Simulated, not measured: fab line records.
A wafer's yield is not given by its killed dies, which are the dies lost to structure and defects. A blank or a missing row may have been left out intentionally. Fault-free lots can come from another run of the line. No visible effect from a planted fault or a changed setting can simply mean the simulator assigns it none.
The tool behind it: which one? | flow rit_cmos | 21 wafers from 7 lots sampled at 2 of the route's 202 steps

## WHAT THE GAUGES READ, wafer by wafer
RIT_PWELL_TW_MEAS_10.
lot  | measured    | on            | PWELL_TW
L156 | day 2 03:51 | film_metro-02 | 961 959 962
L158 | day 2 13:28 | film_metro-03 | 952 959 957
L160 | day 3 00:09 | film_metro-02 | 957 953 957
L163 | day 3 15:18 | film_metro-03 | 957 960 964
L169 | day 4 20:32 | film_metro-02 | 924 919 920 919 916 921
L173 | day 5 17:50 | film_metro-04 | 946 943 948
L177 | day 6 16:30 | film_metro-04 | 952 952 951

## WHICH TOOL RAN EACH LOT (tool, then ch and the chambers of the sampled wafers, then the start)
lot  | RIT_PWELL_IMPLANT_08
L156 | implanter-04 ch 0, day 2 03:32
L158 | implanter-02 ch 0, day 2 13:11
L160 | implanter-03 ch 0, day 2 23:49
L163 | implanter-04 ch 0, day 3 14:58
L169 | implanter-03 ch 0, day 4 20:13
L173 | implanter-04 ch 0, day 5 17:31
L177 | implanter-04 ch 0, day 6 16:11
- RIT_PWELL_IMPLANT_08

## THE ANSWER, worked out from the rows above alone
Rule: what is usual is taken from the lots themselves. The widest of any qualifying gaps counts: lots, ordered by their means at a reading, are off when they make up no more than a third of the lots, leave a main group of 4 or more, and stand apart from it by 3 or more times the standard deviation of that group's means. Not used: any main group whose means are identical at the precision the tables above print for the reading. Also off: a lot with no number at a reading for which 4 or more lots have one. Where the step has rows for the other lots, those lots are counted as sound.
Off: L169, seen at RIT_PWELL_TW_MEAS_10 (PWELL_TW). For the main group the mean is 955 and the standard deviation 5.2.
If a tool, at a process step before that reading, ran all the lots that are off and no sound lot after the first of them, it fits. Gauges at RIT_PWELL_TW_MEAS_10: tried the same way as those tools. Undecided on this evidence; 2 tools fit (implanter-03 at RIT_PWELL_IMPLANT_08, film_metro-02 at RIT_PWELL_TW_MEAS_10).

## WHAT WAS PUT IN BY THE SIMULATOR
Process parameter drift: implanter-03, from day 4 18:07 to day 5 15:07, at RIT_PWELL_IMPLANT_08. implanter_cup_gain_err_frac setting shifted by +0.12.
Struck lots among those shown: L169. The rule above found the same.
